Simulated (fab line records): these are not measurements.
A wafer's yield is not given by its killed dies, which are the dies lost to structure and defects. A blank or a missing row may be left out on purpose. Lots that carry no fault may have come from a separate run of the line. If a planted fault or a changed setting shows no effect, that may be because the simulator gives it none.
fab line records	flow berkeley_cmos170
record: lots: 13	wafers: 39	last_day: 12
route steps=331 shown SPACER@171 NSD@193 BACKSIDE@202
lots that met no fault: taken from a fault-free run of the same line
start_h: start of the lot's first displayed wafer, in hours after the record's first day	wait_h: how many hours have passed since the lot's step before this one	" identical to the entry in the row above	L1.1+2: a single row standing in for several wafers	- no value present, or no start provided	* or withheld: withheld	< > ~ a bound
route shown NAME@n: NAME is a module with steps in the file, n the number in the route of the first one	usual: mean/standard deviation of fault-free wafers	same: alike in all rows	chamber/n: place in a boat	sites: per-site readings	_std_site: the values' standard deviation	_edge_site: inner sites' mean taken away from outer sites' mean	radius_mm: how far each site lies from the wafer's centre	mask NAME#n: copy n	behind: tool/chamber where the wafer was last shaped	hold: cause of the lot's hold/its duration in hours/its outcome	device: which transistor (n, p or np) failed to switch	end of line: the same wafers' tests at the end of the route	a step without rows: its recipe alone	killed: count of dies lost to structure and defects at first sort (not the wafer's yield)	map: a wafer's dies, x killed, . not, _ none there
set.NAME: setting as actually run; set.NAME@STEP: the setting as run at that earlier step	model.NAME: the simulator's own value behind a step, which no gauge read
one table for each step of the route and one row for each wafer, over a sample of lots
services: from which hour (start_h, from the record's first day; less than 0 if before it) a tool's chamber was out of use, for how many hours, and why
== steps ==
step: UCB170_SPACER_CVD_00
recipe: material: SiO2	target_thk_nm: 376	temp_c: 390	precursor: TEOS/O2	time_s: 47	rf_w: 550	pressure_mtorr: 9000
usual: heater_power_w: 275/56	run_length_s: 74.8/0.4
lot.wafer	tool	chamber	start_h	wait_h	heater_power_w	run_length_s
L399.4	pecvd-01	0	119.63	0.0	298	74.1
L399.5	"	2	"	"	288	75.0
L399.6	"	1	"	"	381	74.8
L401.1	pecvd-01	2	138.52	0.0	286	74.6
L401.4	"	2	"	"	204	74.8
L401.6	"	1	"	"	407	76.0
L403.1	pecvd-02	1	152.74	0.0	260	75.2
L403.2	"	0	"	"	269	74.7
L403.6	"	0	"	"	276	74.1
L405.3	pecvd-03	1	159.91	0.0	288	74.9
L405.5	"	2	"	"	342	74.7
L405.6	"	0	"	"	190	75.0
L409.1	pecvd-01	0	180.59	0.0	281	85.8
L409.3	"	1	"	"	412	75.1
L409.6	"	1	"	"	423	75.3
L412.1	pecvd-03	2	196.43	0.0	321	75.1
L412.4	"	2	"	"	323	74.8
L412.6	"	2	"	"	337	74.4
L410.1	pecvd-02	0	197.15	0.0	224	74.2
L410.5	"	1	"	"	259	74.5
L410.6	"	0	"	"	234	74.6
L413.1	pecvd-03	0	208.17	0.0	166	74.5
L413.4	"	0	"	"	183	74.6
L413.5	"	0	"	"	204	74.6
L415.2	pecvd-03	0	222.20	0.0	212	74.8
L415.5	"	0	"	"	227	74.4
L415.6	"	2	"	"	281	75.0
L416.3	pecvd-02	0	223.22	0.0	225	74.4
L416.4	"	0	"	"	241	74.4
L416.5	"	2	"	"	247	75.2
L414.1	pecvd-03	2	223.39	0.0	311	74.9
L414.2	"	0	"	"	220	74.5
L414.5	"	1	"	"	277	74.8
L421.1	pecvd-03	0	242.11	0.0	228	74.9
L421.3	"	2	"	"	277	74.3
L421.4	"	0	"	"	234	74.7
L420.3	pecvd-02	1	243.16	0.0	255	74.5
L420.4	"	1	"	"	177	74.6
L420.5	"	2	"	"	219	74.6
step: UCB170_SPACER_THK_MEAS_01
recipe: reads: SiO2_of_SPACER_CVD_00
usual: SPACER_TEOS_THK: 378/4.5
lot.wafer	tool	chamber	start_h	wait_h	SPACER_TEOS_THK[nm]
L399.4	film_metro-01	-	119.69	0.0	383
L399.5	"	-	"	"	384
L399.6	"	-	"	"	381
L401.1	film_metro-03	-	138.58	0.0	368
L401.4	"	-	"	"	377
L401.6	"	-	"	"	380
L403.1	film_metro-04	-	152.78	0.0	371
L403.2	"	-	"	"	376
L403.6	"	-	"	"	380
L405.3	film_metro-03	-	159.97	0.0	382
L405.5	"	-	"	"	382
L405.6	"	-	"	"	385
L409.1	film_metro-04	-	180.64	0.0	457
L409.3	"	-	"	"	373
L409.6	"	-	"	"	379
L412.1	film_metro-03	-	196.50	0.0	378
L412.4	"	-	"	"	382
L412.6	"	-	"	"	384
L410.1	film_metro-03	-	197.19	0.0	374
L410.5	"	-	"	"	374
L410.6	"	-	"	"	380
L413.1	film_metro-01	-	208.24	0.0	373
L413.4	"	-	"	"	379
L413.5	"	-	"	"	376
L415.2	film_metro-01	-	222.28	0.1	374
L415.5	"	-	"	"	375
L415.6	"	-	"	"	381
L416.3	film_metro-01	-	223.28	0.0	376
L416.4	"	-	"	"	379
L416.5	"	-	"	"	377
L414.1	film_metro-03	-	223.43	0.0	376
L414.2	"	-	"	"	376
L414.5	"	-	"	"	377
L421.1	film_metro-04	-	242.18	0.0	372
L421.3	"	-	"	"	380
L421.4	"	-	"	"	376
L420.3	film_metro-01	-	243.22	0.0	373
L420.4	"	-	"	"	382
L420.5	"	-	"	"	386
step: UCB170_SPACER_ETCHBACK_03
recipe: stop_on: Si	target: SiO2	chemistry: CHF3/CF4/Ar	CHF3_flow_sccm: 50	cf4_flow_sccm: 10	Ar_flow_sccm: 120	pressure_mtorr: 200	rf_w: 500	target_depth_a: 3760	time_s: 100
usual: drypump_motor_current_A: 5.6/0.52	mfc_ar_sccm: 120.0/0.34	oes_product_au: 0.898/0.014	throttle_valve_pct: 6.52/0.14
lot.wafer	tool	chamber	start_h	wait_h	drypump_motor_current_A	mfc_ar_sccm	oes_product_au	rf_hours_counter_h	throttle_valve_pct
L399.4	rie_diel-03	1	126.19	0.1	5.9	120.0	0.892	3	6.34
L399.5	"	1	"	"	5.9	120.5	0.902	-	6.34
L399.6	"	0	"	"	6.0	119.6	0.916	-	6.40
L401.1	rie_diel-03	0	141.77	0.0	6.0	119.5	0.898	149	6.40
L401.4	"	1	"	"	6.0	120.4	0.882	-	6.34
L401.6	"	1	"	"	6.0	120.0	0.885	-	6.34
L403.1	rie_diel-01	1	156.22	0.0	4.9	119.7	0.867	104	6.65
L403.2	"	0	"	"	5.2	119.7	0.888	154	6.56
L403.6	"	3	"	"	6.0	120.0	0.923	-	6.56
L405.3	rie_diel-04	3	165.52	0.0	5.0	120.2	0.913	130	6.52
L405.5	"	0	"	"	5.7	119.7	0.916	-	6.48
L405.6	"	1	"	"	4.8	119.7	0.918	-	6.71
L409.1	rie_diel-01	1	182.20	0.0	4.8	119.7	0.971	105	6.65
L409.3	"	2	"	"	5.2	119.8	0.892	60	6.59
L409.6	"	2	"	"	5.2	120.1	0.905	-	6.62
L410.1	rie_diel-03	1	203.02	0.0	6.0	120.3	0.872	7	6.33
L410.5	"	3	"	"	5.6	119.6	0.903	-	6.30
L410.6	"	0	"	"	6.0	120.2	0.911	-	6.39
L412.1	rie_diel-04	1	203.02	0.0	4.8	120.6	0.902	2	6.68
L412.4	"	3	"	"	5.0	120.1	0.906	131	6.52
L412.6	"	3	"	"	5.0	120.4	0.902	-	6.49
L413.1	rie_diel-04	3	211.89	0.0	5.0	120.1	0.884	132	6.49
L413.4	"	3	"	"	5.0	119.8	0.892	-	6.50
L413.5	"	2	"	"	6.4	120.0	0.886	-	6.71
L415.2	rie_diel-01	1	224.94	0.0	4.8	120.2	0.871	107	6.64
L415.5	"	3	"	"	6.1	119.9	0.898	-	6.57
L415.6	"	0	"	"	5.2	119.7	0.917	-	6.59
L416.3	rie_diel-03	3	224.94	0.0	5.5	119.5	0.909	4	6.32
L416.4	"	1	"	"	5.9	119.8	0.888	-	6.35
L416.5	"	3	"	"	5.5	120.0	0.912	-	6.31
L414.1	rie_diel-04	2	227.12	0.0	6.4	119.9	0.896	125	6.69
L414.2	"	1	"	"	4.8	120.1	0.904	2	6.69
L414.5	"	2	"	"	6.4	120.0	0.900	-	6.68
L421.1	rie_diel-03	2	245.17	0.0	5.7	119.9	0.889	91	6.61
L421.3	"	3	"	"	5.5	120.4	0.908	5	6.29
L421.4	"	1	"	"	6.0	120.4	0.896	9	6.32
L420.3	rie_diel-03	1	245.24	0.1	6.0	119.7	0.873	9	6.34
L420.4	"	2	"	"	5.7	119.9	0.903	91	6.64
L420.5	"	0	"	"	6.1	120.3	0.896	-	6.41
step: UCB170_NSD_CD_MEAS_06
recipe: target_cd_nm: 1200
usual: cd_nm: 1200.1/1.6
lot.wafer	tool	chamber	start_h	wait_h	cd_nm
L399.4	cd_sem-01	-	129.63	-	1199.9
L399.5	"	-	"	"	1200.3
L399.6	"	-	"	"	1199.9
L401.1	cd_sem-02	-	146.05	-	1200.7
L401.4	"	-	"	"	1199.0
L401.6	"	-	"	"	1199.7
L403.1	cd_sem-01	-	159.67	-	1199.7
L403.2	"	-	"	"	1198.4
L403.6	"	-	"	"	1200.4
L405.3	cd_sem-01	-	169.39	-	1203.2
L405.5	"	-	"	"	1200.4
L405.6	"	-	"	"	1201.8
L409.3	cd_sem-01	-	185.84	-	1201.8
L409.6	"	-	"	"	1202.7
L412.1	cd_sem-01	-	206.02	-	1200.0
L412.4	"	-	"	"	1201.4
L412.6	"	-	"	"	1199.2
L410.1	cd_sem-02	-	206.14	-	1197.7
L410.5	"	-	"	"	1197.2
L410.6	"	-	"	"	1198.2
L413.1	cd_sem-01	-	214.61	-	1197.9
L413.4	"	-	"	"	1199.2
L413.5	"	-	"	"	1199.1
L416.3	cd_sem-02	-	228.63	-	1203.2
L416.4	"	-	"	"	1201.7
L416.5	"	-	"	"	1201.7
L415.2	cd_sem-01	-	228.85	-	1199.7
L415.5	"	-	"	"	1198.4
L415.6	"	-	"	"	1197.1
L414.1	cd_sem-02	-	229.92	-	1198.0
L414.2	"	-	"	"	1197.6
L414.5	"	-	"	"	1197.4
L421.1	cd_sem-02	-	248.74	-	1201.6
L421.3	"	-	"	"	1201.2
L421.4	"	-	"	"	1201.7
L420.3	cd_sem-02	-	249.48	-	1198.8
L420.4	"	-	"	"	1199.7
L420.5	"	-	"	"	1199.4
step: UCB170_NSD_OVL_MEAS_07
usual: NSD_OVL: 0/5
lot.wafer	tool	chamber	start_h	wait_h	NSD_OVL[nm]
L399.4	overlay-02	-	129.71	0.1	8
L399.5	"	-	"	"	1
L399.6	"	-	"	"	5
L401.1	overlay-02	-	146.17	0.1	-4
L401.4	"	-	"	"	-2
L401.6	"	-	"	"	3
L403.1	overlay-02	-	159.79	0.1	0
L403.2	"	-	"	"	3
L403.6	"	-	"	"	0
L405.3	overlay-01	-	169.48	0.1	1
L405.5	"	-	"	"	-13
L405.6	"	-	"	"	-12
L409.3	overlay-01	-	185.94	0.1	-1
L409.6	"	-	"	"	2
L412.1	overlay-01	-	206.14	0.1	-5
L412.4	"	-	"	"	-3
L412.6	"	-	"	"	-8
L410.1	overlay-02	-	206.26	0.1	4
L410.5	"	-	"	"	6
L410.6	"	-	"	"	2
L413.1	overlay-01	-	214.73	0.1	4
L413.4	"	-	"	"	2
L413.5	"	-	"	"	-8
L416.3	overlay-01	-	228.72	0.1	2
L416.4	"	-	"	"	2
L416.5	"	-	"	"	-3
L415.2	overlay-02	-	228.96	0.1	-2
L415.5	"	-	"	"	3
L415.6	"	-	"	"	2
L414.1	overlay-02	-	230.04	0.1	4
L414.2	"	-	"	"	3
L414.5	"	-	"	"	-4
L421.1	overlay-01	-	248.86	0.1	-8
L421.3	"	-	"	"	3
L421.4	"	-	"	"	-8
L420.3	overlay-02	-	249.57	0.1	4
L420.4	"	-	"	"	7
L420.5	"	-	"	"	0
step: UCB170_BACKSIDE_STRIP_03
recipe: chemistry: O2	power_w: 400	pressure_mtorr: 3500	platen_temp_c: withheld	o2_flow_sccm: 400	overash_fraction: 0.5
usual: drypump_motor_current_A: 5.7/0.44	oes_product_au: 0.735/0.0044	strip_time_to_endpoint_s: 22.23/0.085
lot.wafer	tool	chamber	start_h	wait_h	drypump_motor_current_A	oes_product_au	rf_hours_counter_h	strip_time_to_endpoint_s
L399.4	plasma_asher-01	1	130.72	0.1	5.5	0.736	-	22.31
L399.5	"	1	"	"	5.5	0.740	-	22.24
L399.6	"	0	"	"	5.1	0.732	-	22.29
L401.1	plasma_asher-03	0	147.20	0.1	6.0	0.736	45	22.39
L401.4	"	0	"	"	6.0	0.741	-	22.38
L401.6	"	1	"	"	5.5	0.734	-	22.36
L403.1	plasma_asher-01	1	160.76	0.1	5.5	0.734	47	22.38
L403.2	"	0	"	"	5.2	0.736	47	22.44
L403.6	"	0	"	"	5.1	0.737	-	22.38
L405.3	plasma_asher-01	1	170.54	0.1	5.5	0.729	-	22.15
L405.5	"	0	"	"	5.1	0.731	-	22.16
L405.6	"	1	"	"	5.5	0.743	-	22.12
L409.3	plasma_asher-03	1	189.90	0.1	5.5	0.729	-	22.42
L409.6	"	1	"	"	5.5	0.737	-	22.38
L412.1	plasma_asher-01	1	207.11	0.1	5.5	0.731	52	22.20
L412.4	"	0	"	"	5.2	0.728	-	22.32
L412.6	"	0	"	"	5.2	0.723	-	22.23
L410.1	plasma_asher-01	0	207.44	0.1	5.1	0.739	52	22.23
L410.5	"	0	"	"	5.2	0.737	-	22.17
L410.6	"	1	"	"	5.5	0.735	-	22.26
L413.1	plasma_asher-03	1	215.71	0.1	5.5	0.724	52	22.19
L413.4	"	1	"	"	5.5	0.735	-	22.20
L413.5	"	0	"	"	6.0	0.730	-	22.21
L415.2	plasma_asher-03	0	231.09	0.1	6.0	0.742	54	22.11
L415.5	"	0	"	"	6.0	0.727	-	22.19
L415.6	"	1	"	"	5.5	0.735	-	22.11
L416.3	plasma_asher-02	0	231.13	0.1	5.8	0.733	-	22.21
L416.4	"	1	"	"	6.5	0.746	-	22.18
L416.5	"	0	"	"	5.8	0.736	-	22.17
L414.1	plasma_asher-03	1	231.54	0.1	5.5	0.737	54	22.24
L414.2	"	0	"	"	6.0	0.730	54	22.24
L414.5	"	1	"	"	5.5	0.732	-	22.21
L421.1	plasma_asher-02	1	249.92	0.1	6.6	0.737	44	22.15
L421.3	"	1	"	"	6.6	0.733	-	22.11
L421.4	"	0	"	"	5.8	0.738	-	22.16
L420.3	plasma_asher-03	1	250.56	0.1	5.4	0.741	-	22.17
L420.4	"	0	"	"	6.0	0.736	-	22.20
L420.5	"	0	"	"	6.0	0.738	-	22.14
== services ==
tool	chamber	start_h	hours	kind
pecvd-02	-	101.81	1.1	repair
rie_diel-04	1	108.63	6.2	repair
rie_diel-04	1	115.04	8.9	repair
pecvd-02	-	119.69	2.8	pm
rie_diel-03	3	134.99	-	clean
rie_diel-03	3	134.99	13.5	scheduled_down
rie_diel-03	3	134.99	13.5	vent_cycle
pecvd-02	-	135.50	14.0	pm
pecvd-02	-	136.08	0.7	repair
rie_diel-03	2	140.15	7.9	repair
pecvd-01	-	144.76	0.8	pm
pecvd-03	-	147.91	1.8	repair
pecvd-01	0	183.62	17.4	repair
pecvd-03	1	195.57	27.0	repair
pecvd-02	2	197.45	14.0	repair
rie_diel-03	2	201.84	4.0	repair
rie_diel-01	-	202.67	2.8	pm
rie_diel-04	1	203.93	10.9	repair
plasma_asher-02	-	206.09	1.5	repair
pecvd-03	1	223.71	23.0	repair
pecvd-01	-	237.33	0.7	repair
plasma_asher-02	-	242.49	5.4	repair
pecvd-01	-	242.50	14.0	pm
plasma_asher-01	-	248.32	14.6	pm
== key ==
first_sign: step: UCB170_SPACER_CVD_00	reading: run_length_s	direction: up	sigmas: 28	usual: *	struck: *
effect: step: UCB170_SPACER_THK_MEAS_01	reading: SPACER_TEOS_THK	direction: up	sigmas: 18	usual: 378	struck: 457
effect: step: UCB170_SPACER_ETCHBACK_03	reading: oes_product_au	direction: up	sigmas: 5	usual: 0.898	struck: 0.971
met_at UCB170_SPACER_CVD_00
struck_lots L409
struck_wafers L409.1
later_rows_left_out L409.1
sort_left_out L409.1
tester_left_out L409
not_acting_at UCB170_NSD_CD_MEAS_06,UCB170_NSD_OVL_MEAS_07,UCB170_BACKSIDE_STRIP_03
onset_between 119.63 180.59
fault: kind: process_parameter_drift	tool: pecvd-01	chamber: 0	onset_h: 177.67	steps: UCB170_SPACER_CVD_00	channel: time_s	offset: *	shape: step	end_h: 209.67	acts_in: *	stated: *
tester_left_out: of these lots the tester's yield and bins aren't shown, on N5 and GAA mostly nor the transistor test; their killed dies are dies lost to structure and defects alone, not to doping, threshold or leakage, so they don't give the yield
sort_left_out: the simulated sort isn't trusted on such a fault, so these wafers' sort isn't shown, and their yield isn't known
later_rows_left_out: the simulator's readings of these wafers behind a module that went badly wrong aren't trusted and aren't shown, but for the sort
